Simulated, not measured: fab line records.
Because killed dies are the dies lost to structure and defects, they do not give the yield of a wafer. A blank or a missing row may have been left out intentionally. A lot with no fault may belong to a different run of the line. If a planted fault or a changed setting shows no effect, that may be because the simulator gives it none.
Which tool did it? ; flow berkeley cmos170 ; Sampling: 13 lots, 39 wafers, 2 of 331 route steps

## WHAT THE GAUGES READ, wafer by wafer
UCB170_ACTIVE_CD_MEAS_13: the cd target is 1200 nm.
lot;measured;on;cd nm (nm)
L850;day 4 08:34;cd sem-02;1201.5 1201.0 1199.6
L851;day 4 16:41;cd sem-01;1200.2 1201.6 1199.4
L853;day 5 04:10;cd sem-01;1200.5 1201.0 1199.8
L854;day 5 04:46;cd sem-01;1199.1 1197.2 1198.1
L855;day 5 08:28;cd sem-02;1200.6 1200.3 1201.5
L856;day 5 19:46;cd sem-02;1200.5 1201.0 1200.6
L859;day 6 06:46;cd sem-02;1376.1 1377.1 1377.6 1376.0 1376.9 1377.8
L860;day 6 14:47;cd sem-02;1201.3 1201.7 1200.4
L866;day 7 14:50;cd sem-01;1198.8 1199.0 1200.4
L867;day 7 15:04;cd sem-01;1201.1 1202.1 1203.7
L870;day 8 10:49;cd sem-02;1197.8 1198.2 1197.8
L872;day 8 19:46;cd sem-01;1197.6 1196.6 1197.3
L873;day 8 19:59;cd sem-01;1200.7 1199.9 1200.1

## EACH LOT AND THE TOOL THAT RAN IT (in order: tool; ch and the chambers of the sampled wafers; start)
lot;UCB170_ACTIVE_EXPOSE_10
L850;krf scanner-02 ch 0, day 4 07:56
L851;krf scanner-01 ch 0, day 4 15:59
L853;krf scanner-02 ch 0, day 5 03:20
L854;krf scanner-01 ch 0, day 5 04:04
L855;krf scanner-02 ch 0, day 5 08:01
L856;krf scanner-02 ch 0, day 5 19:02
L859;krf scanner-02 ch 0, day 6 06:02
L860;krf scanner-02 ch 0, day 6 13:58
L866;krf scanner-01 ch 0, day 7 14:17
L867;krf scanner-01 ch 0, day 7 14:22
L870;krf scanner-01 ch 0, day 8 10:13
L872;krf scanner-01 ch 0, day 8 18:43
L873;krf scanner-01 ch 0, day 8 18:50
- UCB170_ACTIVE_EXPOSE_10: exposes mask ACTIVE, target cd 1200 nm.

## WHAT THE TOOLS THEMSELVES READ (means of the sampled wafers that have a number; where no wafer has one, the mark that the record gives instead)
UCB170_ACTIVE_EXPOSE_10.
lot;tool;exposure dose mJ cm2
L850;krf scanner-02;20.019
L851;krf scanner-01;20.025
L853;krf scanner-02;20.001
L854;krf scanner-01;20.016
L855;krf scanner-02;19.997
L856;krf scanner-02;19.995
L859;krf scanner-02;19.970
L860;krf scanner-02;19.991
L866;krf scanner-01;19.987
L867;krf scanner-01;19.980
L870;krf scanner-01;19.985
L872;krf scanner-01;19.991
L873;krf scanner-01;19.980

## THE ANSWER, worked out from the rows above alone
Rule: what is usual is taken from the lots themselves. Put in order of their means at a reading, lots are off if they are a third of the lots or fewer, leave a main group of 4 or more, and stand apart from it by a gap of 3 or more times the standard deviation of the main group's means; of several such gaps the widest counts. Not used: any main group whose means are identical at the precision the tables above print for the reading. A lot without any number at a reading at which 4 lots or more have one is off too. The other lots that the step has rows for count as sound. The gauges are gone through in route order, then the tools' own readings, and for those a lot's mean is taken as printed above. At the first step where some lot is off, the reading lying furthest off is the one used; lots without a number count as furthest.
Off, at UCB170_ACTIVE_CD_MEAS_13 on cd nm: L859. Mean 1199.9 nm and standard deviation 1.4 in the main group.
A tool fits if, at a process step before that reading, it ran every lot that is off, and no sound lot after the first of them. Those tools and the gauges at UCB170_ACTIVE_CD_MEAS_13 are tried in the same way. Not one of the candidates tried fits.

## WHAT THE SIMULATOR HAD INSERTED
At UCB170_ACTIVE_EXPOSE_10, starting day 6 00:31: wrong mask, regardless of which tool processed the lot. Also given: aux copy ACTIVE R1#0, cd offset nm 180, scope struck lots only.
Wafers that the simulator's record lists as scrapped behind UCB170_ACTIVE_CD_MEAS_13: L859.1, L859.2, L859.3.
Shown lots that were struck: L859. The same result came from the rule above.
